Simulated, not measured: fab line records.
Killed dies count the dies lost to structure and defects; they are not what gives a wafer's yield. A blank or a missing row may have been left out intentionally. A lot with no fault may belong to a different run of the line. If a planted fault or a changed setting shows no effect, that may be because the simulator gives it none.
Chamber matching + flow berkeley-cmos170 + UCB170_GATE_ETCH_15 on rie-si-01 has 4 sister chambers
The step etches poly-Si in HBr/Cl2, stops on SiO2, time 56.3 s, target depth 278.2 nm. 8 wafers are shown with their chamber, then 7 later ones without.

WAFERS WITH THEIR CHAMBER
| wafer  | chamber | throttle-valve-pct (%) | oes-product-au (a.u.) |
|--------|---------|------------------------|-----------------------|
| L559.1 | 0       | 26.31                  | 0.808                 |
| L564.2 | 2       | 26.26                  | 0.828                 |
| L564.6 | 3       | 25.98                  | 0.839                 |
| L569.4 | 0       | 26.31                  | 0.808                 |
| L569.5 | 1       | 26.64                  | 0.838                 |
| L569.6 | 2       | 26.25                  | 0.822                 |
| L572.2 | 3       | 25.98                  | 0.841                 |
| L572.5 | 1       | 26.66                  | 0.840                 |

WAFERS WHOSE CHAMBER IS MISSING
| wafer  | throttle-valve-pct (%) | oes-product-au (a.u.) |
|--------|------------------------|-----------------------|
| L572.6 | 26.32                  | 0.812                 |
| L576.2 | 25.97                  | 0.841                 |
| L576.3 | 26.65                  | 0.841                 |
| L576.5 | 26.32                  | 0.809                 |
| L582.1 | 26.24                  | 0.822                 |
| L582.4 | 26.65                  | 0.840                 |
| L582.5 | 26.65                  | 0.838                 |

WHICH CHAMBER EACH ONE RAN IN
| wafer  | from the rows above | in truth |
|--------|---------------------|----------|
| L572.6 | 0                   | 0        |
| L576.2 | 3                   | 3        |
| L576.3 | 1                   | 1        |
| L576.5 | 0                   | 0        |
| L582.1 | 2                   | 2        |
| L582.4 | 1                   | 1        |
| L582.5 | 1                   | 1        |
Correct placement for 7 of the 7. Can't be placed from these rows: 0. Wrongly placed: 0.
How it was worked out, from the rows above alone: a wafer's distance from a chamber is the root of the sum, over the readings, of the square of ((its reading less the chamber's mean) divided by the reading's scatter). The wafer belongs to the nearest chamber; if the next one is less than 2 further off, it can't be placed. For every chamber, the mean is computed from those of its wafers that are shown. The scatter: take each reading less its chamber's mean, square it, sum over the shown wafers, divide by the number of wafers less the number of chambers, and take the root.
